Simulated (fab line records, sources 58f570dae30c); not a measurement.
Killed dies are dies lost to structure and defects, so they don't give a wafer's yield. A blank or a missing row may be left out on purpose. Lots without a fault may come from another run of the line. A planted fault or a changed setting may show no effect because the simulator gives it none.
One fault seen from 2 desks | flow berkeley_cmos170 | each desk has only its own numbers; what lay behind them comes last

THE TOOL OWNER'S DESK: implanter-03
The tool's own readings at UCB170_PLDD_IMPLANT_09: means of the sampled wafers that have a number, for each lot that ran on this tool. A lot is out of limits, marked OUT, if its mean lies more than 4 standard deviations from the usual mean; the brackets give that distance.
Columns: A = beam_energy_keV at UCB170_PLDD_IMPLANT_09, usual 9.9998; B = beam_on_s at UCB170_PLDD_IMPLANT_09, usual 10.00 s; C = dose_ions_cm2 at UCB170_PLDD_IMPLANT_09, usual 5e+13; D = end_station_pressure_torr at UCB170_PLDD_IMPLANT_09, usual 5.15e-06 Torr; E = faraday_current_uA at UCB170_PLDD_IMPLANT_09, usual 159
lot  | first seen here | A       | B               | C                       | D        | E
L535 | day 7 13:35     | 10.0004 | 9.83            | 5e+13                   | 5.19e-06 | 161
L538 | day 7 21:25     | 9.9999  | 9.99            | 5e+13                   | 5.19e-06 | 159
L541 | day 8 09:19     | 9.9995  | 9.97            | 5e+13                   | 5.41e-06 | 159
L544 | day 9 22:28     | 10.0014 | 10.24           | 5e+13                   | 5.01e-06 | 155
L545 | day 9 22:46     | 10.0007 | 12.27 (+12) OUT | 7e+13 (+99 or more) OUT | 5.32e-06 | 177 (+6.1) OUT
L549 | day 10 14:16    | 10.0026 | 12.35 (+12) OUT | 7e+13 (+99 or more) OUT | 5.07e-06 | 176 (+5.6) OUT
This desk's finding: out of limits on L545, L549; first on L545, day 9 22:46 (beam_on_s at UCB170_PLDD_IMPLANT_09). In limits: L535, L538, L541, L544.

THE METROLOGY DESK
What the gauges read, lot by lot, whatever tool the lot ran on: means of the sampled wafers that have a number. A lot is out of limits, marked OUT, if its mean lies more than 4 standard deviations from the usual mean; the brackets give that distance.
Columns: A = NWELL_OVL at UCB170_NWELL_OVL_MEAS_12, usual 0 nm; B = cd_nm at UCB170_PLDD_CD_MEAS_06, usual 1199.8 nm; C = PLDD_TW at UCB170_PLDD_TW_MEAS_11, usual 1003; D = cd_nm at UCB170_PSD_CD_MEAS_06, usual 1199.8 nm; E = PLDD_RS at UCB170_SDANNEAL_RS_MEAS_04, usual 1032 ohm/sq
lot  | first seen here | A  | B      | C               | D      | E
L534 | day 2 11:30     | -3 | 1199.9 | 991             | 1202.6 | 1028
L535 | day 2 16:59     | -2 | 1199.5 | 1013            | 1200.4 | 1030
L536 | day 2 22:14     | 2  | 1200.9 | 1008            | 1198.1 | 1030
L537 | day 3 05:47     | -6 | 1202.6 | 1012            | 1198.3 | 1037
L538 | day 3 10:32     | 0  | 1200.1 | 1011            | 1200.3 | 1034
L539 | day 3 14:58     | 2  | 1198.6 | 1016            | 1201.7 | 1033
L541 | day 3 15:41     | -0 | 1199.1 | 1017            | 1202.1 | 1030
L543 | day 4 16:49     | 1  | 1199.9 | 991             | 1199.5 | 1027
L545 | day 4 22:46     | -4 | 1200.4 | 1057 (+6.3) OUT | 1200.6 | 903 (-42) OUT
L544 | day 4 22:59     | 9  | 1200.8 | 991             | 1199.4 | 1033
L549 | day 5 22:47     | -1 | 1199.4 | 1062 (+6.9) OUT | 1198.9 | 901 (-42) OUT
L552 | day 6 01:04     | -2 | 1197.2 | 992             | 1201.0 | 1027
L554 | day 6 07:55     | 7  | 1199.5 | 993             | 1201.3 | 1030
L555 | day 6 14:52     | 11 | 1199.5 | 1011            | 1200.4 | 1033
This desk's finding: out of limits on L545, L549; first on L545, day 9 23:00 (PLDD_TW at UCB170_PLDD_TW_MEAS_11). In limits: L534, L535, L536, L537, L538, L539, L541, L543, L544, L552, L554, L555.

PUT TOGETHER
The tool owner's desk could have raised an alarm at day 9 22:46, on L545, L549.
The metrology desk could have raised an alarm at day 9 23:00, on L545, L549.
Of the lots named, all ran UCB170_PLDD_IMPLANT_09 on implanter-03.

WHAT THE SIMULATOR HAD PUT IN
Process parameter drift: implanter-03, from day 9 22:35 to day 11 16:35, at UCB170_PLDD_IMPLANT_09. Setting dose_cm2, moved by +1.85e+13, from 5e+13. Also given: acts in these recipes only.
Lots struck among those shown: L545, L549.
Hours from the fault's start to each desk's first reading out of limits: the tool owner's desk, 0; the metrology desk, 0.
